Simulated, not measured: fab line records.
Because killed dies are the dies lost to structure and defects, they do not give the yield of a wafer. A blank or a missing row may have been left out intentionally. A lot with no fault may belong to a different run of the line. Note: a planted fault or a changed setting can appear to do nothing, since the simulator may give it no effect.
Comparing a struck lot with a sound one || flow rit-cmos || 16 steps out of a route of 202
Sound: these wafers, L842.1, L842.3, L842.5. Struck: wafers L855.4, L855.5, L855.6. At the end, the cause is stated.
At each step with rows: each side's tool, then ch and its chambers, then its first start. Under that, the readings that differ: sound wafers || struck wafers || difference of the means || sigmas: that difference in standard deviations of wafers without a fault.
alike: readings with means less than 2 such deviations apart, plus words and numbers identical on both sides. not compared: withheld readings, readings lacking a value on some wafer, bounds such as >300 that could conceal the same value, and numbers that have no deviation in the record and whose values overlap.
Wherever a step has rows on one side only, a row that says differs or no value, or a row with sigmas, the two part there. When numbers do not overlap yet have no deviation, they are printed without sigmas and do not part them. A reading that every wafer of one side lacks parts them only if that side has two wafers or more.

RIT_M1_SPUTTER_00: material Al, target thk 400 nm, time 500 s.
  struck on pvd-sputter-03, day 6 21:23; sound on pvd-sputter-04, day 4 05:01
  alike: cathode-dc-power-W, throttle-valve-pct
RIT_M1_RS_MEAS_01: uses a four-point probe to measure.
  struck on film-metro-03, day 6 21:44; sound on film-metro-02, day 4 05:19
  alike: M1_AL_RS
RIT_M1_THK_MEAS_02: measures by xrf.
  struck on film-metro-03, day 6 21:50; sound on film-metro-02, day 4 05:26
  alike: M1_AL_THK
then, 6 steps without rows for these wafers: RIT_M1_HMDS_03 (prime time 60 s); RIT_M1_COAT_04 (resist thk 1300 nm); RIT_M1_SOFTBAKE_05 (time 60 s); RIT_M1_EXPOSE_06 (exposes mask M12, target cd 2600 nm); RIT_M1_PEB_07; RIT_M1_DEVELOP_08 (develop time 68 s).
RIT_M1_CD_MEAS_09: the cd target is 2600 nm.
  struck on cd-sem-02, day 6 22:48; sound on cd-sem-01, day 4 06:22
  alike: cd-nm
RIT_M1_OVL_MEAS_10:
  struck on overlay-01, day 6 22:53; sound on overlay-01, day 4 06:29
  alike: M1_OVL
then, 1 step without rows for these wafers: RIT_M1_HARDBAKE_11 (time 120 s).
RIT_M1_METAL_ETCH_12: etches Al in Cl2/BCl3, stops on SiO2, time 165 s, target depth 600 nm.
  sound on rie-metal-02 ch 0,1, day 4 06:47; struck on rie-metal-03 ch 1, day 6 23:19
{"reading": "model.NOVOLAK_of_M1_COAT_04.thk-nm (nm)", "sound": "816.6 817.3 815.4", "struck": "914.2 912.4 912.9", "difference": "+96.7", "sigmas": ""}
{"reading": "model.M1.feature-depth-nm (nm)", "sound": "436.1 436.6 436.2", "struck": "419.6 418.6 415.5", "difference": -18.4, "sigmas": ""}
{"reading": "model.SiO2_of_CONTACT_CVD_00.thk-nm (nm)", "sound": "366 368.3 371.1", "struck": "385 385.6 384.6", "difference": "+17", "sigmas": ""}
  alike: drypump-motor-current-A, oes-product-au, throttle-valve-pct
  not compared: rf-hours-counter-h
then, 1 step without rows for these wafers: RIT_M1_STRIP_13 (strips in nmp, time 600 s).
RIT_M1_STRIP_14: strips in O2, time 180 s.
  sound on plasma-asher-02 ch 0,1, day 4 07:07; struck on plasma-asher-03 ch 0,1, day 6 23:43
  alike: drypump-motor-current-A
  not compared: rf-hours-counter-h
RIT_M1_CD_MEAS_90: the cd target is 2600 nm.
  struck on cd-sem-02, day 7 00:10; sound on cd-sem-01, day 4 07:17
{"reading": "cd-nm (nm)", "sound": "2597.6 2596.9 2599.6", "struck": "2608.3 2605.3 2604.1", "difference": "+7.9", "sigmas": "+4"}
  not compared: hold

== WHERE THEY PART ==
Within this record, at RIT_M1_CD_MEAS_90 only.

WHY: what the simulator had put in
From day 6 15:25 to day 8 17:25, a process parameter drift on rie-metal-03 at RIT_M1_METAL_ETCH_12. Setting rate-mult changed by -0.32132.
